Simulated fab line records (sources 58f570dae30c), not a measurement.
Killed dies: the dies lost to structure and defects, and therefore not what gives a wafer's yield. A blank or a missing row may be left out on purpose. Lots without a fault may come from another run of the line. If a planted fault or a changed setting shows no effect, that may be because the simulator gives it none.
Matching of chambers    flow berkeley-cmos170    UCB170_M2_ETCH_17 on rie-diel-01 has 4 sister chambers
The step etches BARC in N2/H2. 14 wafers are shown with their chamber, then 7 later ones without.

== WAFERS WITH THEIR CHAMBER ==
wafer   chamber  drypump-motor-current-A (A)  throttle-valve-pct (%)  oes-product-au (a.u.)
L894.2  2        5.8                          13.20                   0.968
L894.4  0        5.8                          13.22                   1.006
L894.6  0        5.8                          13.22                   1.009
L899.1  3        5.1                          13.62                   0.996
L899.5  2        5.7                          13.19                   0.974
L899.6  1        5.6                          13.11                   1.032
L901.1  3        5.1                          13.62                   1.008
L901.2  1        5.6                          13.11                   1.037
L901.3  2        5.8                          13.21                   0.972
L900.2  1        5.6                          13.12                   1.030
L900.3  2        5.8                          13.22                   0.974
L900.4  3        5.1                          13.59                   1.012
L903.2  1        5.6                          13.11                   1.026
L903.3  0        5.8                          13.21                   1.010

SIGNATURES (means of the wafers above)
reading                  chamber 0  chamber 1  chamber 2  chamber 3  scatter within a chamber
drypump-motor-current-A  5.800      5.600      5.775      5.100      0.0274
throttle-valve-pct       13.2167    13.1125    13.2050    13.6100    0.0111
oes-product-au           1.00833    1.03125    0.97200    1.00533    0.00484
Rule: distance of a wafer from a chamber = root of the sum over the readings of ((wafer's reading minus chamber's mean) / reading's scatter) squared. If the next closest chamber is less than 2 further off than the closest, the wafer can't be placed; otherwise it belongs to the closest. The scatter: the root of (the sum of the squares of (reading less its chamber's mean) over the shown wafers, divided by (wafers less chambers)).

== WAFERS WHOSE CHAMBER IS MISSING ==
wafer   drypump-motor-current-A (A)  throttle-valve-pct (%)  oes-product-au (a.u.)
L903.5  5.1                          13.61                   1.008
L908.2  5.1                          13.62                   1.012
L908.3  5.8                          13.21                   0.970
L908.6  5.7                          13.22                   1.015
L913.1  5.1                          13.64                   0.999
L913.2  5.7                          13.22                   0.975
L913.3  5.8                          13.22                   1.010

== WHICH CHAMBER EACH ONE RAN IN ==
wafer   from the rows above  in truth
L903.5  3                    3
L908.2  3                    3
L908.3  2                    2
L908.6  0                    0
L913.1  3                    3
L913.2  2                    2
L913.3  0                    0
7 of 7 placed correctly. Number that these rows cannot place: 0. Placed wrongly: 0.
